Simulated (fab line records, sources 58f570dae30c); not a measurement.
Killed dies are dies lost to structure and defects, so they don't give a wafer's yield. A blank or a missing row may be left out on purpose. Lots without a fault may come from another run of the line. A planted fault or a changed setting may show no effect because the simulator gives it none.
Which tool did it? | flow berkeley_cmos170 | 15 lots, 45 wafers sampled, at 6 steps of a route of 331

WHAT THE GAUGES READ, wafer by wafer
UCB170_NWELL_THK_MEAS_02.
lot  | measured    | on            | NWELL_OXIDE_THK (nm)
L511 | day 2 01:03 | film_metro-03 | 27.0 27.0 27.0
L512 | day 2 06:23 | film_metro-04 | 28.0 27.3 27.8
L513 | day 2 06:23 | film_metro-01 | 26.5 26.3 26.7
L515 | day 2 21:58 | film_metro-04 | 25.4 25.3 25.6
L516 | day 3 03:10 | film_metro-01 | 26.5 26.2 26.5
L518 | day 3 16:30 | film_metro-01 | 26.5 26.6 27.0
L522 | day 4 11:25 | film_metro-03 | 25.3 25.6 25.6
L525 | day 4 17:58 | film_metro-03 | 26.3 26.1 26.4
L526 | day 5 06:01 | film_metro-04 | 26.4 26.5 26.4
L527 | day 5 10:03 | film_metro-01 | 26.3 26.5 26.1
L528 | day 5 13:55 | film_metro-01 | 27.3 27.4 27.2
L530 | day 5 19:05 | film_metro-01 | 25.9 26.1 25.9
L531 | day 6 03:43 | film_metro-03 | 26.9 26.6 26.7
L533 | day 6 14:40 | film_metro-04 | 26.3 26.0 26.5
L534 | day 6 20:53 | film_metro-01 | 25.8 25.8 26.1

UCB170_NWELL_THK_MEAS_05.
lot  | measured    | on            | NWELL_NITRIDE_THK (nm)
L511 | day 2 07:44 | film_metro-04 | 224.0 222.2 223.7
L512 | day 2 13:45 | film_metro-03 | 222.6 221.7 220.7
L513 | day 2 13:46 | film_metro-01 | 223.0 223.8 226.2
L515 | day 3 06:19 | film_metro-03 | 225.1 222.9 223.5
L516 | day 3 09:53 | film_metro-01 | 226.4 227.5 227.6
L518 | day 4 01:07 | film_metro-01 | 223.1 221.2 220.6
L522 | day 4 18:34 | film_metro-03 | 224.9 224.4 225.9
L525 | day 4 23:54 | film_metro-01 | 222.9 224.7 224.9
L526 | day 5 13:14 | film_metro-03 | 198.8 195.0 198.0 198.7 194.8 197.8
L527 | day 5 16:57 | film_metro-01 | 198.2 198.1 197.3 198.1 198.0 197.3
L528 | day 5 20:17 | film_metro-01 | 196.2 195.2 196.9 196.4 195.2 196.8
L530 | day 5 23:55 | film_metro-01 | 221.0 220.6 221.9
L531 | day 6 09:32 | film_metro-01 | 228.7 225.4 226.3
L533 | day 6 20:24 | film_metro-04 | 226.9 227.4 226.6
L534 | day 7 08:06 | film_metro-03 | 222.5 222.0 222.6

UCB170_NWELL_OVL_MEAS_12.
lot  | measured    | on         | NWELL_OVL (nm)
L511 | day 2 09:04 | overlay-02 | 0 5 2
L512 | day 2 15:01 | overlay-01 | 0 -10 -13
L513 | day 2 15:44 | overlay-02 | -7 -4 -2
L515 | day 3 07:22 | overlay-02 | 5 9 1
L516 | day 3 10:55 | overlay-01 | 0 -9 -6
L518 | day 4 03:20 | overlay-01 | 3 5 8
L522 | day 4 20:12 | overlay-02 | -15 -8 -7
L525 | day 5 01:35 | overlay-02 | -6 -2 -9
L526 | day 5 19:34 | overlay-01 | 5 2 1
L527 | day 5 23:12 | overlay-01 | -7 4 1
L528 | day 6 03:13 | overlay-02 | 1 0 5
L530 | day 6 01:40 | overlay-02 | 1 11 -2
L531 | day 6 10:26 | overlay-02 | 1 0 -2
L533 | day 6 21:54 | overlay-01 | -3 2 -3
L534 | day 7 09:07 | overlay-02 | 2 -2 6

UCB170_PWELL_OVL_MEAS_13.
lot  | measured    | on         | PWELL_OVL (nm)
L511 | day 3 03:10 | overlay-01 | -7 -5 -1
L512 | day 3 13:55 | overlay-01 | -2 -10 -6
L513 | day 3 13:38 | overlay-01 | -3 2 -3
L515 | day 4 03:36 | overlay-02 | -6 0 -7
L516 | day 4 08:10 | overlay-02 | 3 6 0
L518 | day 5 00:05 | overlay-01 | 2 1 -2
L522 | day 5 15:39 | overlay-01 | 0 2 1
L525 | day 5 19:25 | overlay-02 | 11 -2 8
L526 | day 6 11:44 | overlay-01 | 3 8 7
L527 | day 6 14:50 | overlay-02 | 6 8 7
L528 | day 6 18:39 | overlay-01 | 0 -6 8
L530 | day 6 15:07 | overlay-01 | 10 7 3
L531 | day 7 02:34 | overlay-02 | 7 9 4
L533 | day 7 14:35 | overlay-01 | -4 6 0
L534 | day 8 02:58 | overlay-02 | -2 -11 0

WHICH TOOL RAN EACH LOT (tool, then ch and the chambers of the sampled wafers, then the start)
lot  | UCB170_NWELL_CVD_04        | UCB170_NWELL_ETCH_13
L511 | lpcvd-01 ch 1, day 2 05:48 | rie_diel-03 ch 0,2,3, day 2 09:07
L512 | lpcvd-02 ch 1, day 2 11:49 | rie_diel-01 ch 0,1, day 2 15:02
L513 | lpcvd-02 ch 0, day 2 11:49 | rie_diel-02 ch 0,2, day 2 15:46
L515 | lpcvd-01 ch 0, day 3 04:22 | rie_diel-02 ch 0,1,2, day 3 07:23
L516 | lpcvd-01 ch 0, day 3 07:57 | rie_diel-03 ch 0,2,3, day 3 10:56
L518 | lpcvd-02 ch 0, day 3 22:13 | rie_diel-01 ch 1,2,3, day 4 03:22
L522 | lpcvd-02 ch 1, day 4 16:37 | rie_diel-01 ch 0,1,3, day 4 20:14
L525 | lpcvd-01 ch 0, day 4 21:58 | rie_diel-03 ch 0,1,3, day 5 01:37
L526 | lpcvd-01 ch 1, day 5 11:18 | rie_diel-03 ch 0,1, day 5 19:36
L527 | lpcvd-01 ch 0, day 5 15:01 | rie_diel-01 ch 1,2,3, day 5 23:14
L528 | lpcvd-01 ch 1, day 5 18:21 | rie_diel-02 ch 1,2, day 6 03:19
L530 | lpcvd-02 ch 0, day 5 21:58 | rie_diel-01 ch 0,2, day 6 01:42
L531 | lpcvd-02 ch 1, day 6 07:36 | rie_diel-03 ch 1,2,3, day 6 10:28
L533 | lpcvd-02 ch 0, day 6 18:28 | rie_diel-02 ch 0,3, day 6 21:56
L534 | lpcvd-02 ch 0, day 7 06:10 | rie_diel-02 ch 0,2,3, day 7 09:09
- UCB170_NWELL_CVD_04: deposits Si3N4 from SiH2Cl2/NH3, target thk 224 nm, time 3360 s.
- UCB170_NWELL_ETCH_13: etches Si3N4 in CH3F/Ar/O2, stops on SiO2, target depth 246.4 nm, time 154 s.

WHAT THE TOOLS THEMSELVES READ (means of the sampled wafers that have a number; where no wafer has one, the mark that the record gives instead)
UCB170_NWELL_CVD_04.
lot  | tool     | spike_tc_centre_C (C) | spike_tc_load_C (C) | spike_tc_source_C (C) | susceptor_temp_C (C)
L511 | lpcvd-01 | 801.0                 | 823.8               | 822.3                 | 800.1
L512 | lpcvd-02 | 801.7                 | 826.3               | 821.4                 | 800.0
L513 | lpcvd-02 | 803.3                 | 822.0               | 822.1                 | 800.2
L515 | lpcvd-01 | 802.5                 | 820.5               | 822.5                 | 799.9
L516 | lpcvd-01 | 802.9                 | 821.3               | 823.0                 | 800.3
L518 | lpcvd-02 | 802.9                 | 821.0               | 821.8                 | 800.0
L522 | lpcvd-02 | 802.9                 | 827.4               | 821.9                 | 800.3
L525 | lpcvd-01 | 803.5                 | 819.8               | 822.8                 | 800.5
L526 | lpcvd-01 | 793.9                 | 816.1               | 815.1                 | 792.9
L527 | lpcvd-01 | 796.3                 | 813.7               | 814.7                 | 793.0
L528 | lpcvd-01 | 794.8                 | 816.3               | 814.0                 | 792.8
L530 | lpcvd-02 | 802.5                 | 820.2               | 821.3                 | 799.5
L531 | lpcvd-02 | 803.4                 | 826.4               | 821.5                 | 800.0
L533 | lpcvd-02 | 803.1                 | 821.4               | 821.1                 | 799.9
L534 | lpcvd-02 | 802.8                 | 821.1               | 821.4                 | 800.1

UCB170_NWELL_ETCH_13.
lot  | tool        | drypump_motor_current_A (A) | oes_product_au (a.u.) | throttle_valve_pct (%)
L511 | rie_diel-03 | 6.0                         | 0.936                 | 8.04
L512 | rie_diel-01 | 5.2                         | 0.934                 | 8.14
L513 | rie_diel-02 | 6.1                         | 0.940                 | 8.01
L515 | rie_diel-02 | 6.0                         | 0.941                 | 8.06
L516 | rie_diel-03 | 5.9                         | 0.944                 | 8.04
L518 | rie_diel-01 | 5.7                         | 0.923                 | 8.04
L522 | rie_diel-01 | 5.4                         | 0.930                 | 8.07
L525 | rie_diel-03 | 5.9                         | 0.925                 | 8.02
L526 | rie_diel-03 | 6.1                         | 0.860                 | 8.03
L527 | rie_diel-01 | 5.7                         | 0.863                 | 8.03
L528 | rie_diel-02 | 5.9                         | 0.873                 | 8.11
L530 | rie_diel-01 | 5.2                         | 0.933                 | 8.13
L531 | rie_diel-03 | 6.2                         | 0.933                 | 8.03
L533 | rie_diel-02 | 5.6                         | 0.938                 | 8.04
L534 | rie_diel-02 | 5.9                         | 0.931                 | 8.04

THE ANSWER, worked out from the rows above alone
Rule: what is usual is taken from the lots themselves. Put in order of their means at a reading, lots are off if they are a third of the lots or fewer, leave a main group of 4 or more, and stand apart from it by a gap of 3 or more times the standard deviation of the main group's means; of several such gaps the widest counts. A main group whose means are all the same, to the digits that the tables above print for the reading, isn't used. A lot without any number at a reading at which 4 lots or more have one is off too. The other lots that the step has rows for count as sound. The gauges are gone through in route order, then the tools' own readings, and for those a lot's mean is taken as printed above. The first step at which some lot is off is used, and at that step the reading that is off furthest; a lot without a number counts as furthest.
Off: L526, L527, L528, at UCB170_NWELL_THK_MEAS_05 (NWELL_NITRIDE_THK). The main group: mean 224.0 nm, standard deviation 2.
A tool fits if, at a process step before that reading, it ran every lot that is off, and no sound lot after the first of them. The gauges at UCB170_NWELL_THK_MEAS_05 aren't tried: what is off there is off at UCB170_NWELL_CVD_04 too, on other tools, and a gauge's error can't cause that. One fits: lpcvd-01 at UCB170_NWELL_CVD_04. Its last sound lot is L525 (day 4 21:58), its first lot that is off L526 (day 5 11:18): a fault that began between those two fits.
The tool's own readings at UCB170_NWELL_CVD_04 bear it out: on the lots that are off they differ by more than 5 times the standard deviation of the sound lots' means. spike_tc_centre_C reads 795.0 C there against 802.7 C on the sound lots; spike_tc_source_C reads 814.6 C there against 821.9 C on the sound lots; susceptor_temp_C reads 792.9 C there against 800.1 C on the sound lots.

WHAT THE SIMULATOR HAD PUT IN
Process parameter drift: lpcvd-01, from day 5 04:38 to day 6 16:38, at UCB170_NWELL_CVD_04. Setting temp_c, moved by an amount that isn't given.
Lots struck among those shown: L526, L527, L528. The rule above found the same.
